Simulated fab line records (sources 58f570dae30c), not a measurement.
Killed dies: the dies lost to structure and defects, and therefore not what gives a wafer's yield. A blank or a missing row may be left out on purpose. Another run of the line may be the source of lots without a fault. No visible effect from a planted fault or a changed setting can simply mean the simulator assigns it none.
Split-lot trial | flow berkeley-cmos170 | 23 wafers read from 5 lots, route of 331 steps

== ABOUT THE SPLIT ==
At UCB170_PWELL_ETCH_14 (etches Si3N4 in CH3F/Ar/O2, stops on SiO2, target depth 242 nm, time 151 s), the setting time-s was moved away from the recipe's 151 s on 7 of the 23 wafers read, by -11.4% to +9.9%. For the rest of the wafers, this setting stayed at what the recipe calls for.

The split's own step is where the reading is taken.

== THE READING ==
KrF_of_PWELL_COAT_08.thk-nm (the simulator's own value, which no gauge read), in nm, at UCB170_PWELL_ETCH_14 (etches Si3N4 in CH3F/Ar/O2, stops on SiO2, target depth 242 nm, time 151 s). The file gives no usual value for it. The 16 wafers here that ran the recipe average 722.4 nm, standard deviation 2.2 nm.

wafer  | tool, chamber at the split | time-s as run, s | against the recipe | KrF_of_PWELL_COAT_08.thk-nm, nm | against lot-mates on the recipe
L074.1 | rie-diel-03, 3             | 165.9            | +9.9%              | 708.3                           | -12.9
L074.2 | rie-diel-03, 0             | 165.9            | +9.9%              | 711.1                           | -10.1
L074.3 | rie-diel-03, 1             | 151              | recipe             | 717.4                           | -
L074.4 | rie-diel-03, 2             | 151              | recipe             | 723.3                           | -
L074.6 | rie-diel-03, 3             | 151              | recipe             | 723                             | -
L076.2 | rie-diel-01, 2             | 151              | recipe             | 726.4                           | -
L076.3 | rie-diel-01, 3             | 151              | recipe             | 722.1                           | -
L076.5 | rie-diel-01, 0             | 151              | recipe             | 720.4                           | -
L079.1 | rie-diel-04, 3             | 151              | recipe             | 724.2                           | -
L079.2 | rie-diel-04, 1             | 151              | recipe             | 723.6                           | -
L079.3 | rie-diel-04, 0             | 151              | recipe             | 722.5                           | -
L079.5 | rie-diel-04, 3             | 151              | recipe             | 725                             | -
L079.6 | rie-diel-04, 0             | 151              | recipe             | 720.4                           | -
L078.1 | rie-diel-01, 3             | 133.8            | -11.4%             | 742.9                           | +20.1
L078.3 | rie-diel-01, 1             | 151              | recipe             | 723.7                           | -
L078.4 | rie-diel-01, 0             | 133.8            | -11.4%             | 739.1                           | +16.3
L078.5 | rie-diel-01, 1             | 151              | recipe             | 723                             | -
L078.6 | rie-diel-01, 0             | 151              | recipe             | 721.6                           | -
L080.1 | rie-diel-04, 2             | 161.4            | +6.9%              | 714.3                           | -6.7
L080.3 | rie-diel-04, 3             | 151              | recipe             | 723                             | -
L080.4 | rie-diel-04, 0             | 151              | recipe             | 718.9                           | -
L080.5 | rie-diel-04, 1             | 161.4            | +6.9%              | 715.5                           | -5.5
L080.6 | rie-diel-04, 0             | 161.4            | +6.9%              | 708.3                           | -12.7

THE FIT
A straight line over all 23 wafers: KrF_of_PWELL_COAT_08.thk-nm changes by -1.48 nm for each +1% of time-s; r = -0.95; the points scatter about the line by 2.5 nm.
The same after taking each lot's own level away (the mean of its wafers on the recipe; 23 wafers): -1.38 nm for each +1%; r = -0.95; scatter 2.4 nm.
That fit puts the effect of the largest move of time-s on the reading at 16 nm.
From 720.95 to 723.14 nm: that is the span of the lots' own levels, equal to 1.0 times the standard deviation above.
So the lot-to-lot level changes the slope little: the two slopes agree.
Check: for one of the wafers moved furthest among these (-11.4%), held out of the fit, the line's prediction against its lot-mates is +14.7 nm. Against them it came out at +20.1 nm.

== OTHER SPLITS APPLIED TO THESE WAFERS ==
Before the reading, these wafers also passed through other splits. Each is held against what the fit with the lots' levels taken away leaves over:
other split on the same wafers      | wafers away from the commonest value | r with KrF_of_PWELL_COAT_08.thk-nm (lot level and that fit taken away)
UCB170_START_OXIDATION_02 ox-time-s | 15                                   | -0.09
UCB170_ZERO_STRIP_07 o2-flow-sccm   | 7                                    | -0.01
UCB170_NWELL_OXIDATION_01 temp-c    | 18                                   | +0.03
UCB170_PWELL_CVD_05 pressure-mtorr  | 15                                   | +0.12

== THE WHOLE CHAIN: every reading that the file lists as answering this split, in the file's order ==
step                  | what it does                                                               | reading                                                                      | change (the file's fit)              | r (the file's)
UCB170_PWELL_ETCH_14  | etches Si3N4 in CH3F/Ar/O2, stops on SiO2, target depth 242 nm, time 151 s | KrF_of_PWELL_COAT_08.thk-nm (the simulator's own value, which no gauge read) | -1.38 nm for each +1% of the setting | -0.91
UCB170_PWELL_STRIP_16 | strips in O2                                                               | strip-time-to-endpoint-s                                                     | withheld for each +1% of the setting | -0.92

== FILE'S OWN FIT ==
KrF_of_PWELL_COAT_08.thk-nm changes by -1.38 nm for each +1% of time-s, r = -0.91.
